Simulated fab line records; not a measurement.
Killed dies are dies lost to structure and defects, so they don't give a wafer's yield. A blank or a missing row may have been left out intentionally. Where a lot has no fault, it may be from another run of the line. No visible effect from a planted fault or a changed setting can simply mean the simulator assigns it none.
2 desks, one fault ; flow rit-cmos ; only its own numbers are on each desk; what lay behind them is given at the end

## AT THE TOOL OWNER'S DESK: rie-diel-02
The tool's own readings at RIT_CONTACT_ETCH_11 (etches SiO2 in CHF3/CF4/Ar, stops on TiSi2, target depth 480 nm, time 320 s): means of the sampled wafers that have a number, for each lot that ran on this tool. Marked OUT: a lot whose mean sits more than 4 standard deviations from the usual mean, which makes it out of limits; the brackets give that distance.
Columns: A = drypump-motor-current-A at RIT_CONTACT_ETCH_11, usual 5.9 A; B = oes-product-au at RIT_CONTACT_ETCH_11, usual 0.984 a.u.; C = run-length-s at RIT_CONTACT_ETCH_11, usual 348.3 s; D = throttle-valve-pct at RIT_CONTACT_ETCH_11, usual 8.89 %
lot;first seen here;A;B;C;D
L120;day 6 01:13;5.6;1.005;348.5;8.77
L123;day 6 09:46;5.9;1.002;348.6;8.87
L125;day 6 14:53;6.0;0.991;476.5 (+99 or more) OUT;8.87
L127;day 6 19:06;6.3;1.002;476.5 (+99 or more) OUT;8.83
This desk's verdict: out of limits on L125, L127, starting with L125 at day 6 14:53 (run-length-s at RIT_CONTACT_ETCH_11). In limits: L120, L123.

## FROM THE METROLOGY DESK
Lot by lot, what the gauges showed, no matter which tool ran the lot: averages of those sampled wafers that carry a number. Marked OUT: a lot whose mean sits more than 4 standard deviations from the usual mean, which makes it out of limits; the brackets give that distance.
Columns: A = cd-nm at RIT_CONTACT_CD_MEAS_08, usual 999.8 nm; B = cd-nm at RIT_CONTACT_CD_MEAS_90, usual 999.7 nm
lot;first seen here;A;B
L113;day 4 04:08;995.9;995.5
L116;day 4 23:39;999.2;999.2
L117;day 5 05:32;1001.0;1000.5
L118;day 5 05:55;999.8;999.6
L119;day 6 00:21;997.8;997.6
L120;day 6 00:43;1004.7;1004.9
L123;day 6 09:28;1003.8;1003.6
L125;day 6 14:30;1001.8;1003.0
L124;day 6 14:42;1003.5;1003.2
L126;day 6 17:37;998.7;998.5
L127;day 6 18:48;1002.5;1004.1
L133;day 7 17:11;998.1;997.8
L134;day 7 22:29;999.5;999.5
L135;day 8 04:41;999.1;998.8
This desk found nothing out of limits on any of the 14 lots.

## BROUGHT TOGETHER
An alarm could have come from the tool owner's desk at day 6 14:53, on L125, L127.
Metrology desk: nothing out of limits seen.
The metrology desk has L125, L127 on record, within its limits.
On rie-diel-02, each named lot ran RIT_CONTACT_ETCH_11.

## WHAT HAD BEEN PUT IN BY THE SIMULATOR
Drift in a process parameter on rie-diel-02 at RIT_CONTACT_ETCH_11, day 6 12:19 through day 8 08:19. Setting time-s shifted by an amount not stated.
Shown lots that were struck: L125, L127.
Hours from the fault's start to each desk's first reading out of limits: the tool owner's desk, 3.
